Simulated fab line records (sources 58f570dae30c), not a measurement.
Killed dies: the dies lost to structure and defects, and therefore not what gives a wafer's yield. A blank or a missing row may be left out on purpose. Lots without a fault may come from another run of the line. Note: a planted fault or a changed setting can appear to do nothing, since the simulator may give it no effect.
Which tool is to blame? -- flow berkeley-cmos170 -- 11 lots with 33 wafers sampled at 5 steps, on a route of 331 steps

== WHAT THE GAUGES SHOWED, per wafer ==
UCB170_PVT_OVL_MEAS_06.
lot,measured,on,PVT_OVL (nm)
L907,day 6 06:05,overlay-01,-5 6 -3
L906,day 6 06:29,overlay-01,0 4 -2
L910,day 6 17:07,overlay-01,2 -6 -4
L913,day 7 03:19,overlay-02,5 4 0
L911,day 7 03:32,overlay-01,2 -5 0
L912,day 7 03:34,overlay-02,-4 1 0
L914,day 7 20:24,overlay-02,1 1 3
L915,day 8 05:11,overlay-01,-7 -3 1
L925,day 9 15:32,overlay-01,-5 -2 -5
L928,day 9 21:41,overlay-02,-4 -2 -8
L927,day 9 21:58,overlay-02,-5 3 -1

UCB170_NLDD_OVL_MEAS_07.
lot,measured,on,NLDD_OVL (nm)
L907,day 6 22:19,overlay-01,2 -5 -3
L906,day 6 22:02,overlay-01,7 9 14
L910,day 7 08:11,overlay-01,-10 -7 -12
L913,day 7 20:54,overlay-02,-4 -4 1
L911,day 7 21:37,overlay-02,318 316 319
L912,day 7 21:30,overlay-01,321 328 319
L914,day 8 11:03,overlay-01,311 320 309
L915,day 8 20:35,overlay-01,316 314 313
L925,day 10 06:53,overlay-01,9 4 3
L928,day 10 13:06,overlay-02,8 15 8
L927,day 10 13:35,overlay-02,3 0 2

== WHAT TOOL EACH LOT RAN ON (gives the tool, then ch and the chambers of the sampled wafers, and finally the start) ==
lot,UCB170_GATE_ETCH_15,UCB170_GATE_STRIP_16,UCB170_NLDD_EXPOSE_03
L907,"rie-si-01 ch 1,2,3, day 6 18:20","plasma-asher-04 ch 0,1, day 6 18:23","krf-scanner-02 ch 0, day 6 21:46"
L906,"rie-si-02 ch 0,2,3, day 6 18:04","plasma-asher-01 ch 0,1, day 6 18:07","krf-scanner-01 ch 0, day 6 21:11"
L910,"rie-si-01 ch 2,3, day 7 04:14","plasma-asher-01 ch 0,1, day 7 04:17","krf-scanner-02 ch 0, day 7 07:26"
L913,"rie-si-01 ch 1,3, day 7 14:26","plasma-asher-04 ch 0,1, day 7 14:31","krf-scanner-01 ch 0, day 7 19:47"
L911,"rie-si-02 ch 1,3, day 7 14:43","plasma-asher-01 ch 0,1, day 7 14:45","krf-scanner-02 ch 0, day 7 20:52"
L912,"rie-si-01 ch 0,1, day 7 14:56","plasma-asher-02 ch 1, day 7 14:59","krf-scanner-02 ch 0, day 7 20:21"
L914,"rie-si-02 ch 0,1,2, day 8 07:43","plasma-asher-01 ch 0, day 8 07:46","krf-scanner-02 ch 0, day 8 10:30"
L915,"rie-si-01 ch 0,1, day 8 16:12","plasma-asher-01 ch 0,1, day 8 16:15","krf-scanner-02 ch 0, day 8 19:05"
L925,"rie-si-01 ch 0,1,2, day 10 01:37","plasma-asher-04 ch 0,1, day 10 01:40","krf-scanner-01 ch 0, day 10 05:42"
L928,"rie-si-01 ch 1,2,3, day 10 09:34","plasma-asher-01 ch 0,1, day 10 09:37","krf-scanner-01 ch 0, day 10 12:34"
L927,"rie-si-01 ch 0,1,2, day 10 09:58","plasma-asher-01 ch 0,1, day 10 10:01","krf-scanner-01 ch 0, day 10 13:04"
- UCB170_GATE_ETCH_15: etches poly-Si in HBr/Cl2, stops on SiO2, time 56.3 s, target depth 278.2 nm.
- UCB170_GATE_STRIP_16: strips in O2.
- UCB170_NLDD_EXPOSE_03: exposes mask NSELECT, target cd 1200 nm.

== WHAT THE TOOLS THEMSELVES READ (means of the sampled wafers that have a number; where no wafer has one, the mark that the record gives instead) ==
UCB170_GATE_ETCH_15.
lot,tool,drypump-motor-current-A (A),oes-product-au (a.u.),throttle-valve-pct (%)
L907,rie-si-01,6.0,0.826,26.61
L906,rie-si-02,6.0,0.822,26.41
L910,rie-si-01,6.2,0.828,26.63
L913,rie-si-01,5.8,0.829,26.61
L911,rie-si-02,5.5,0.813,26.41
L912,rie-si-01,5.8,0.804,26.39
L914,rie-si-02,5.7,0.815,26.34
L915,rie-si-01,5.8,0.806,26.22
L925,rie-si-01,6.0,0.821,26.41
L928,rie-si-01,6.0,0.827,26.61
L927,rie-si-01,6.0,0.821,26.41

UCB170_GATE_STRIP_16.
lot,tool,drypump-motor-current-A (A),oes-product-au (a.u.)
L907,plasma-asher-04,5.7,0.723
L906,plasma-asher-01,6.2,0.723
L910,plasma-asher-01,6.2,0.725
L913,plasma-asher-04,6.1,0.727
L911,plasma-asher-01,6.3,0.727
L912,plasma-asher-02,5.2,0.722
L914,plasma-asher-01,6.0,0.724
L915,plasma-asher-01,6.3,0.726
L925,plasma-asher-04,6.1,0.722
L928,plasma-asher-01,6.2,0.722
L927,plasma-asher-01,6.4,0.721

UCB170_NLDD_EXPOSE_03.
lot,tool,reticle-temp-C (C)
L907,krf-scanner-02,23.05
L906,krf-scanner-01,22.84
L910,krf-scanner-02,23.06
L913,krf-scanner-01,22.89
L911,krf-scanner-02,23.03
L912,krf-scanner-02,22.91
L914,krf-scanner-02,22.98
L915,krf-scanner-02,23.07
L925,krf-scanner-01,22.86
L928,krf-scanner-01,22.86
L927,krf-scanner-01,22.96

== THE ANSWER, worked out from the rows above alone ==
Rule: what is usual is taken from the lots themselves. The widest of any qualifying gaps counts: lots, ordered by their means at a reading, are off when they make up no more than a third of the lots, leave a main group of 4 or more, and stand apart from it by 3 or more times the standard deviation of that group's means. A main group is skipped when, at the precision printed for the reading in the tables above, its means are all equal. Also off: a lot with no number at a reading for which 4 or more lots have one. The other lots that the step has rows for count as sound. The gauges are gone through in route order, then the tools' own readings, and for those a lot's mean is taken as printed above. The first step at which some lot is off is used, and at that step the reading that is off furthest; a lot without a number counts as furthest.
No lot is off at any reading shown: from this, nothing can be told.

== WHAT WAS PUT IN BY THE SIMULATOR ==
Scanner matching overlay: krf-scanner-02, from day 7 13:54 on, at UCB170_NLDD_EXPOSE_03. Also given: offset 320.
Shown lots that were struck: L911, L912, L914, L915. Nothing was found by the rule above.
